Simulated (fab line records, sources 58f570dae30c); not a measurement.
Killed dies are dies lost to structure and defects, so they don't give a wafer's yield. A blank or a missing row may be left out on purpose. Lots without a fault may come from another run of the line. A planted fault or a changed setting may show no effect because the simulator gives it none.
A struck lot beside a sound one | flow berkeley_cmos170 | 16 steps out of a route of 331
Sound: wafers L693.3, L693.5, L693.6. Struck: wafer L705.2. (L705.1, L705.4 of the same lot were not struck and are left out.) The cause comes at the end.
At each step with rows: each side's tool, then ch and its chambers, then its first start. Under that, the readings that differ: sound wafers | struck wafers | difference of the means | sigmas: that difference in standard deviations of wafers without a fault.
alike: readings whose means differ by less than 2 such deviations, and words and numbers that are the same on both sides. not compared: withheld readings, readings that some wafer has no value for, bounds like >300 that may hide the same value, and numbers for which the record gives no deviation and whose values overlap.
The two part at a step that has a row with sigmas, a row that says differs or no value, or rows on one side only. Numbers that don't overlap but have no deviation are shown without sigmas and don't part them. A reading that every wafer of one side lacks parts them only if that side has two wafers or more.

first, 1 step without rows for these wafers: UCB170_M2_SOFTBAKE_06 (time 60 s).
UCB170_M2_STRIP_07: strips in O2.
  sound on plasma_asher-02 ch 0,1, day 9 13:10; struck on plasma_asher-04 ch 1, day 10 16:45
  reading                     | sound       | struck | difference                   | sigmas
  drypump_motor_current_A (A) | 6.0 5.9 6.0 | 5.2    | -0.8                         | -2
  rf_hours_counter_h (h)      | - - -       | 13     | no value on the sound wafers |
  alike: oes_product_au, strip_time_to_endpoint_s
then, 7 steps without rows for these wafers: UCB170_M2_STRIP_08 (strips KrF in DMSO, time 600 s); UCB170_M2_COAT_09; UCB170_M2_COAT_10 (resist thk 900 nm); UCB170_M2_SOFTBAKE_11 (time 60 s); UCB170_M2_EXPOSE_12 (exposes mask METAL2, target cd 700 nm); UCB170_M2_PEB_13; UCB170_M2_DEVELOP_14 (develop time 45 s).
UCB170_M2_CD_MEAS_15: target cd 700 nm.
  sound on cd_sem-01, day 9 15:02; struck on cd_sem-01, day 10 18:18
  alike: cd_nm
UCB170_M2_OVL_MEAS_16:
  sound on overlay-01, day 9 15:07; struck on overlay-01, day 10 18:25
  alike: M2_OVL
UCB170_M2_ETCH_17: etches BARC in N2/H2.
  sound on rie_diel-02 ch 0,2,3, day 9 15:08; struck on rie_diel-02 ch 3, day 10 18:28
  alike: drypump_motor_current_A, oes_product_au, throttle_valve_pct
UCB170_M2_METAL_ETCH_18: etches Al in Cl2/BCl3, stops on SiO2, target depth 1170 nm, time 195 s.
  sound on rie_metal-01 ch 0, day 9 15:19; struck on rie_metal-01 ch 1, day 10 18:30
  reading                             | sound             | struck | difference                   | sigmas
  rf_hours_counter_h (h)              | - - -             | 1      | no value on the sound wafers |
  model.KrF_of_M2_COAT_10.thk_nm (nm) | 240.3 242.4 236.2 | 379.8  | +140.2                       |
  model.M2.feature_depth_nm (nm)      | 956.4 966.8 957.6 | 882    | -78                          |
  model.etch.depth_nm (nm)            | 902.2 912.7 903.3 | 882    | -24                          |
  alike: drypump_motor_current_A, oes_product_au, throttle_valve_pct
UCB170_M2_STRIP_19: strips in O2.
  sound on plasma_asher-04 ch 0,1, day 9 15:35; struck on plasma_asher-01 ch 0, day 10 18:41
  reading                | sound             | struck | difference                   | sigmas
  oes_product_au (a.u.)  | 0.569 0.584 0.569 | 0.714  | +0.140                       | +8
  rf_hours_counter_h (h) | - - -             | 55     | no value on the sound wafers |
  alike: drypump_motor_current_A
UCB170_M2_CD_MEAS_90: target cd 700 nm.
  sound on cd_sem-02, day 9 15:42; struck on cd_sem-01, day 10 18:47
  reading    | sound             | struck | difference | sigmas
  cd_nm (nm) | 700.8 699.7 698.6 | 709.1  | +9.4       | +3
UCB170_V2_CVD_00: deposits SiO2 from TEOS/O2, target thk 2000 nm, time 250 s.
  the record has rows for the sound wafers here (pecvd-03 ch 0,1,2, day 9 15:47) and none for the struck ones

WHERE THEY PART
First at UCB170_M2_STRIP_07; last, within this record, at UCB170_V2_CVD_00.

WHY: what the simulator had put in
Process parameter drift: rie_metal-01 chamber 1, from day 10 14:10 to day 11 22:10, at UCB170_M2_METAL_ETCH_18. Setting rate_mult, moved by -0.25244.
